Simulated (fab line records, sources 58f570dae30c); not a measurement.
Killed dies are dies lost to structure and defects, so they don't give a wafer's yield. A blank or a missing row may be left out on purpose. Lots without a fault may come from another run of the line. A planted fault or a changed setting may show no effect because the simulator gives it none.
One fault seen from 2 desks | flow berkeley_cmos170 | each desk has only its own numbers; what lay behind them comes last

THE TOOL OWNER'S DESK: rie_diel-03
The tool's own readings at UCB170_M3_ETCH_17 (etches BARC in N2/H2): means of the sampled wafers that have a number, for each lot that ran on this tool. A lot is out of limits, marked OUT, if its mean lies more than 4 standard deviations from the usual mean; the brackets give that distance.
Columns: A = drypump_motor_current_A at UCB170_M3_ETCH_17, usual 5.6 A; B = oes_product_au at UCB170_M3_ETCH_17, usual 1.000 a.u.; C = throttle_valve_pct at UCB170_M3_ETCH_17, usual 13.34 %
lot  | first seen here | A   | B     | C
L445 | day 7 18:47     | 5.0 | 1.006 | 13.18
L452 | day 9 02:31     | 5.4 | 0.995 | 13.31
L455 | day 10 02:05    | 5.8 | 0.996 | 13.38
This desk's finding: nothing out of limits on any of the 3 lots.

THE METROLOGY DESK
What the gauges read, lot by lot, whatever tool the lot ran on: means of the sampled wafers that have a number. A lot is out of limits, marked OUT, if its mean lies more than 4 standard deviations from the usual mean; the brackets give that distance.
Columns: A = cd_nm at UCB170_M3_CD_MEAS_15, usual 700.2 nm; B = M3_OVL at UCB170_M3_OVL_MEAS_16, usual 2 nm
lot  | first seen here | A     | B
L445 | day 7 18:39     | 699.3 | 8
L446 | day 7 19:29     | 699.9 | 3
L452 | day 9 02:22     | 701.0 | -1
L455 | day 10 01:56    | 698.9 | 4
L459 | day 10 21:29    | 701.1 | 2
L463 | day 11 22:10    | 695.9 | 13
This desk's finding: nothing out of limits on any of the 6 lots.

PUT TOGETHER
The tool owner's desk saw nothing out of limits.
The metrology desk saw nothing out of limits.

WHAT THE SIMULATOR HAD PUT IN
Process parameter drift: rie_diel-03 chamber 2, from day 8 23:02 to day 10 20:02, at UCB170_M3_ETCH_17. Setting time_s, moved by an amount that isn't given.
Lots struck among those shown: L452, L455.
